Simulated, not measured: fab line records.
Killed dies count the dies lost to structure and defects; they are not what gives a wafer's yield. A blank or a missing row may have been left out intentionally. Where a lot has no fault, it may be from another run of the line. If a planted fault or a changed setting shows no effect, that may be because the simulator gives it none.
Struck lot and sound lot, side by side :: flow berkeley-cmos170 :: 14 steps out of a route of 331
Sound: the wafers L947.1, L947.2, L947.5. Wafers struck: L946.1, L946.2, L946.4. At the end, the cause is stated.
At each step with rows: each side's tool, then ch and its chambers, then its first start. Under that, the readings that differ: sound wafers :: struck wafers :: difference of the means :: sigmas: that difference in standard deviations of wafers without a fault.
alike: a reading whose means differ by less than 2 such deviations, as well as words and numbers matching on both sides. not compared: withheld readings; readings where some wafer has no value; bounds like >300 that might hide an equal value; numbers whose values overlap and for which the record gives no deviation.
Wherever a step has rows on one side only, a row that says differs or no value, or a row with sigmas, the two part there. Non-overlapping numbers with no deviation appear without sigmas and do not part them. Lack of a reading on every wafer of one side parts them only where that side has two or more wafers.

first, 2 steps without rows for these wafers: UCB170_NVT_PEB_04; UCB170_NVT_DEVELOP_05 (develop time 45 s).
UCB170_NVT_OVL_MEAS_06:
  sound: overlay-01 at day 8 02:05; struck: overlay-02 at day 8 01:05
  alike: NVT_OVL
next, for these wafers, 1 step has no rows: UCB170_NVT_IMPLANT_07.
UCB170_NVT_STRIP_08: strips in O2.
  sound on plasma-asher-03 ch 0,1, day 8 02:16; struck on plasma-asher-01 ch 0,1, day 8 01:17
  alike: drypump-motor-current-A, oes-product-au, strip-time-to-endpoint-s
  not compared: rf-hours-counter-h
UCB170_NVT_TW_MEAS_09:
  sound: film-metro-03 at day 8 02:22; struck: film-metro-03 at day 8 01:23
  alike: NVT_TW
then, 6 steps without rows for these wafers: UCB170_NVT_CLEAN_10 (cleans in SPM, time 600 s); UCB170_PVT_HMDS_00 (prime time 60 s); UCB170_PVT_COAT_01 (resist thk 900 nm); UCB170_PVT_SOFTBAKE_02 (time 60 s); UCB170_PVT_EXPOSE_03 (exposes mask NWELL, target cd 3000 nm); UCB170_PVT_PEB_04.
UCB170_PVT_DEVELOP_05: develop time 43.98 s.
  sound on litho-track-03 ch 0, day 8 04:00; struck on litho-track-04, day 8 02:00
  no value came back on the struck wafers for chill-plate-temp-C (C), develop-time-s (s); on the sound wafers chill-plate-temp-C (C) reads 22.93 22.96 22.85
reading: model.KrF_of_PVT_COAT_01.thk-nm (nm)
sound: 884 885.3 885.2
struck: 901.5 898.7 900.3
difference: +15.3
sigmas: 
UCB170_PVT_OVL_MEAS_06:
  sound: overlay-01 at day 8 04:24; struck: overlay-01 at day 8 03:05
reading: PVT_OVL (nm)
sound: 4 7 -2
struck: - - -
difference: no value on the struck wafers
sigmas: 

## WHERE THEY PART
Earliest at UCB170_PVT_DEVELOP_05; latest, in this record, at UCB170_PVT_OVL_MEAS_06.

WHY: the cause the simulator had injected
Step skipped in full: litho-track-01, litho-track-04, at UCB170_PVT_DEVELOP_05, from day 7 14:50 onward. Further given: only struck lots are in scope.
